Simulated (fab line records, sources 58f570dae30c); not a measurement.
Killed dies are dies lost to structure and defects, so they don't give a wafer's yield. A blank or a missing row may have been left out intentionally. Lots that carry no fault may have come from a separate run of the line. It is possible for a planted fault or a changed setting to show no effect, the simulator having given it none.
Which tool did it?	flow berkeleyCmos170	12 lots with 36 wafers sampled at 5 steps, on a route of 331 steps

## WHAT THE GAUGES READ, wafer by wafer
UCB170_NWELL_THK_MEAS_05.
lot	measured	on	NWELL_NITRIDE_THK (nm)
L286	day 4 07:25	filmMetro-02	227.0 226.0 225.7
L287	day 4 12:40	filmMetro-04	223.3 222.3 223.5
L288	day 4 12:40	filmMetro-01	222.8 221.3 222.9
L290	day 4 21:10	filmMetro-04	224.7 225.8 224.7
L291	day 5 15:03	filmMetro-02	225.9 225.8 227.4
L292	day 5 20:28	filmMetro-04	220.4 221.3 220.7
L293	day 5 20:28	filmMetro-02	220.7 220.3 221.6
L294	day 6 02:39	filmMetro-04	223.5 224.0 223.6
L297	day 6 10:28	filmMetro-01	223.2 224.2 223.1
L298	day 6 19:08	filmMetro-02	223.4 223.1 223.4
L299	day 6 23:32	filmMetro-02	230.5 230.7 232.1
L300	day 7 05:01	filmMetro-04	229.0 232.5 228.5

UCB170_ACTIVE_CD_MEAS_13 targets a cd of 1200 nm.
lot	measured	on	cdNm (nm)
L286	day 7 00:14	cdSem-01	1205.4 1204.6 1205.4
L287	day 6 14:58	cdSem-02	1202.0 1202.8 1202.5
L288	day 6 14:43	cdSem-01	1204.6 1204.3 1203.7
L290	day 6 23:55	cdSem-01	1201.3 1200.6 1199.9
L291	day 8 00:25	cdSem-01	1199.9 1199.4 1200.1
L292	day 8 08:40	cdSem-01	1198.4 1199.4 1196.6
L293	day 8 08:19	cdSem-02	1201.5 1199.6 1201.3
L294	day 8 08:01	cdSem-02	1199.3 1199.9 1199.7
L297	day 8 12:19	cdSem-01	1199.9 1200.4 1199.8
L298	day 9 06:23	cdSem-02	1199.8 1200.3 1198.4
L299	day 9 06:11	cdSem-01	1199.8 1198.7 1197.9
L300	day 9 05:58	cdSem-01	1202.6 1201.3 1200.6

UCB170_PLDD_OVL_MEAS_07.
lot	measured	on	PLDD_OVL (nm)
L286	day 9 12:06	overlay-01	-1 -7 -1
L287	day 8 23:32	overlay-02	-6 -8 -7
L288	day 9 00:02	overlay-02	0 3 3
L290	day 9 12:23	overlay-01	9 9 10
L291	day 10 11:09	overlay-01	6 4 7
L292	day 10 23:04	overlay-01	1 -4 -1
L293	day 10 23:25	overlay-01	4 1 -3
L294	day 10 23:20	overlay-02	6 3 -2
L297	day 10 23:40	overlay-02	5 0 -1
L298	day 12 00:34	overlay-01	-5 -7 -11
L299	day 12 00:25	overlay-01	8 7 7
L300	day 11 23:55	overlay-01	0 1 -6

UCB170_CONTACT_CD_MEAS_90 targets a cd of 700 nm.
lot	measured	on	cdNm (nm)
L286	day 10 12:57	cdSem-02	699.4 698.7 697.0
L287	day 9 22:46	cdSem-02	700.9 699.6 699.3
L288	day 10 02:36	cdSem-01	700.2 700.6 701.5
L290	day 10 14:03	cdSem-02	700.7 699.9 698.4
L291	day 11 08:10	cdSem-02	699.4 700.9 699.7
L292	day 11 18:41	cdSem-02	698.0 699.6 700.6
L293	day 11 21:13	cdSem-02	700.5 702.4 702.3
L294	day 11 20:02	cdSem-02	701.3 701.8 703.2
L297	day 11 20:19	cdSem-02	697.7 699.1 698.1
L298	day 12 21:41	cdSem-01	699.8 700.6 700.0
L299	day 12 21:14	cdSem-02	700.2 702.0 699.9
L300	day 12 21:28	cdSem-02	701.9 699.5 699.9

## EACH LOT AND THE TOOL THAT RAN IT (in order: tool; ch and the chambers of the sampled wafers; start)
lot	UCB170_ACTIVE_PEB_11
L286	lithoTrack-01 ch 0, day 6 23:58
L287	lithoTrack-03 ch 0, day 6 14:41
L288	lithoTrack-01 ch 0, day 6 14:26
L290	lithoTrack-03 ch 0, day 6 23:35
L291	lithoTrack-03 ch 0, day 8 00:09
L292	lithoTrack-02 ch 0, day 8 08:00
L293	lithoTrack-03 ch 0, day 8 08:00
L294	lithoTrack-03 ch 0, day 8 07:00
L297	lithoTrack-02 ch 0, day 8 12:00
L298	lithoTrack-02 ch 0, day 9 06:07
L299	lithoTrack-03 ch 0, day 9 05:55
L300	lithoTrack-02 ch 0, day 9 05:41
- UCB170_ACTIVE_PEB_11

## WHAT THE TOOLS THEMSELVES READ (means of the sampled wafers that have a number; where no wafer has one, the mark that the record gives instead)
UCB170_ACTIVE_PEB_11.
lot	tool	heaterPowerTotalW (W)
L286	lithoTrack-01	58.41
L287	lithoTrack-03	56.84
L288	lithoTrack-01	58.54
L290	lithoTrack-03	56.85
L291	lithoTrack-03	56.81
L292	lithoTrack-02	56.80
L293	lithoTrack-03	56.82
L294	lithoTrack-03	56.79
L297	lithoTrack-02	56.76
L298	lithoTrack-02	56.81
L299	lithoTrack-03	56.76
L300	lithoTrack-02	56.79

## THE ANSWER, worked out from the rows above alone
Rule: the lots themselves supply what counts as usual. Put in order of their means at a reading, lots are off if they are a third of the lots or fewer, leave a main group of 4 or more, and stand apart from it by a gap of 3 or more times the standard deviation of the main group's means; of several such gaps the widest counts. A main group is skipped when, at the precision printed for the reading in the tables above, its means are all equal. Also off: a lot with no number at a reading for which 4 or more lots have one. All remaining lots with rows at the step are treated as sound. After the gauges, taken in route order, come the tools' own readings; for these a lot's mean is taken, as printed above. At the first step where some lot is off, the reading lying furthest off is the one used; lots without a number count as furthest.
Off: L286, L288 (UCB170_ACTIVE_PEB_11, heaterPowerTotalW). For the main group the mean is 56.80 W and the standard deviation 0.028.
A tool fits if, at that step or a process step before it, it ran every lot that is off, and no sound lot after the first of them. One candidate fits, namely lithoTrack-01 at UCB170_ACTIVE_PEB_11. It ran no sound lot before its first lot that is off in this sample, so the start can't be narrowed down.
On the lots that are off, the tool's own readings at UCB170_ACTIVE_PEB_11 differ by more than 5 times the standard deviation of the sound lots' means, which bears it out; heaterPowerTotalW reads 58.47 W there versus 56.80 W on the sound lots.

## WHAT WAS PUT IN BY THE SIMULATOR
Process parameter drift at UCB170_ACTIVE_PEB_11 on lithoTrack-01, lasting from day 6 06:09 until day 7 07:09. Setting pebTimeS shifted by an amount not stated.
Shown lots that were struck: L286, L288. The rule given above showed the same thing.
